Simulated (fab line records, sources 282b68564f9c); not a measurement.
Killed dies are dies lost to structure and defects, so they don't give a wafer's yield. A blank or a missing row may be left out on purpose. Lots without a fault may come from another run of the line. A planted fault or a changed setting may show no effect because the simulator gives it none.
Split-lot experiment | flow rit_cmos | 5 lots, 23 wafers read, on a route of 202 steps

THE SPLIT
At RIT_CONTACT_CVD_00 (deposits SiO2 from TEOS, target thk 400 nm, time 61 s), the setting time_s was moved away from the recipe's 61 s on 10 of the 23 wafers read, by -7.6% to +6.8%. The other wafers ran this setting at the recipe's value.

The file shows no step between the split and the reading.

THE READING
CONTACT_TEOS_THK, in nm, at RIT_CONTACT_THK_MEAS_01. Fault-free wafers of this fab line usually give 397 nm, standard deviation 4.7 nm.

wafer  | tool, chamber at the split | time_s as run, s | against the recipe | CONTACT_TEOS_THK, nm | against lot-mates on the recipe
L076.1 | pecvd-02, 2                | 57.23            | -6.2%              | 367                  | -32
L076.2 | pecvd-02, 1                | 61               | recipe             | 398                  | -
L076.3 | pecvd-02, 0                | 61               | recipe             | 399                  | -
L076.4 | pecvd-02, 2                | 61               | recipe             | 401                  | -
L076.5 | pecvd-02, 0                | 57.23            | -6.2%              | 374                  | -25
L080.1 | pecvd-01, 0                | 61               | recipe             | 395                  | -
L080.2 | pecvd-01, 2                | 61               | recipe             | 404                  | -
L080.3 | pecvd-01, 1                | 61               | recipe             | 397                  | -
L080.4 | pecvd-01, 0                | 65.15            | +6.8%              | 432                  | +33
L080.6 | pecvd-01, 1                | 65.15            | +6.8%              | 433                  | +34
L081.1 | pecvd-04, 0,1              | 64.76            | +6.2%              | 416                  | +21
L081.2 | pecvd-04, 2                | 61               | recipe             | 391                  | -
L081.3 | pecvd-04, 0,1              | 64.76            | +6.2%              | 416                  | +21
L081.5 | pecvd-04, 2                | 61               | recipe             | 399                  | -
L081.6 | pecvd-04, 1                | 64.76            | +6.2%              | 419                  | +24
L082.1 | pecvd-02, 2                | 61               | recipe             | 392                  | -
L082.3 | pecvd-02, 0                | 61               | recipe             | 389                  | -
L082.6 | pecvd-02, 0                | 61               | recipe             | 396                  | -
L085.1 | pecvd-02, 2                | 61               | recipe             | 391                  | -
L085.2 | pecvd-02, 1                | 61               | recipe             | 395                  | -
L085.4 | pecvd-02, 0                | 56.34            | -7.6%              | 367                  | -26
L085.5 | pecvd-02, 1                | 56.34            | -7.6%              | 369                  | -24
L085.6 | pecvd-02, 2                | 56.34            | -7.6%              | 373                  | -20
Where a row lists several chambers, the file gives one row for several wafers and doesn't say which wafer went through which chamber.

THE FIT
A straight line over all 23 wafers: CONTACT_TEOS_THK changes by +3.94 nm for each +1% of time_s; r = +0.96; the points scatter about the line by 5 nm.
The same after taking each lot's own level away (the mean of its wafers on the recipe; 23 wafers): +3.84 nm for each +1%; r = +0.97; scatter 4.6 nm.
On that fit, the largest move of time_s shifts the reading by 29 nm.
The lots' own levels span 392.3 to 399.3 nm, that is 1.5 times the standard deviation above.
So the lot-to-lot level changes the slope little: the two slopes agree.
Check: with one of the wafers moved furthest among these (-7.6%) left out of the fit, the line predicts -29.1 nm for it against its lot-mates. It came out at -26 nm against them.

OTHER SPLITS ON THESE WAFERS
These wafers also went through other splits before the reading. Each is held against what the fit with the lots' levels taken away leaves over:
other split on the same wafers | wafers away from the commonest value | r with CONTACT_TEOS_THK (lot level and that fit taken away)
RIT_PSD_SOFTBAKE_02 temp_c     | 8                                    | +0.22
RIT_SDANNEAL_CLEAN_00 time_s   | 15                                   | +0.13

THE WHOLE CHAIN: every reading that the file lists as answering this split, in the file's order
step                    | what it does                                                          | reading                                                                        | change (the file's fit)              | r (the file's)
RIT_CONTACT_CVD_00      | deposits SiO2 from TEOS, target thk 400 nm, time 61 s                 | SiO2_of_CONTACT_CVD_00.thk_nm (the simulator's own value, which no gauge read) | +3.98 nm for each +1% of the setting | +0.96
RIT_CONTACT_THK_MEAS_01 |                                                                       | CONTACT_TEOS_THK                                                               | +3.98 for each +1% of the setting    | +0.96
RIT_M1_METAL_ETCH_12    | etches Al in Cl2/BCl3, stops on SiO2, time 165 s, target depth 600 nm | SiO2_of_CONTACT_CVD_00.thk_nm (the simulator's own value, which no gauge read) | +4.07 nm for each +1% of the setting | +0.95

THE FILE'S OWN FIT
CONTACT_TEOS_THK changes by +3.98 nm for each +1% of time_s, r = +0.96.
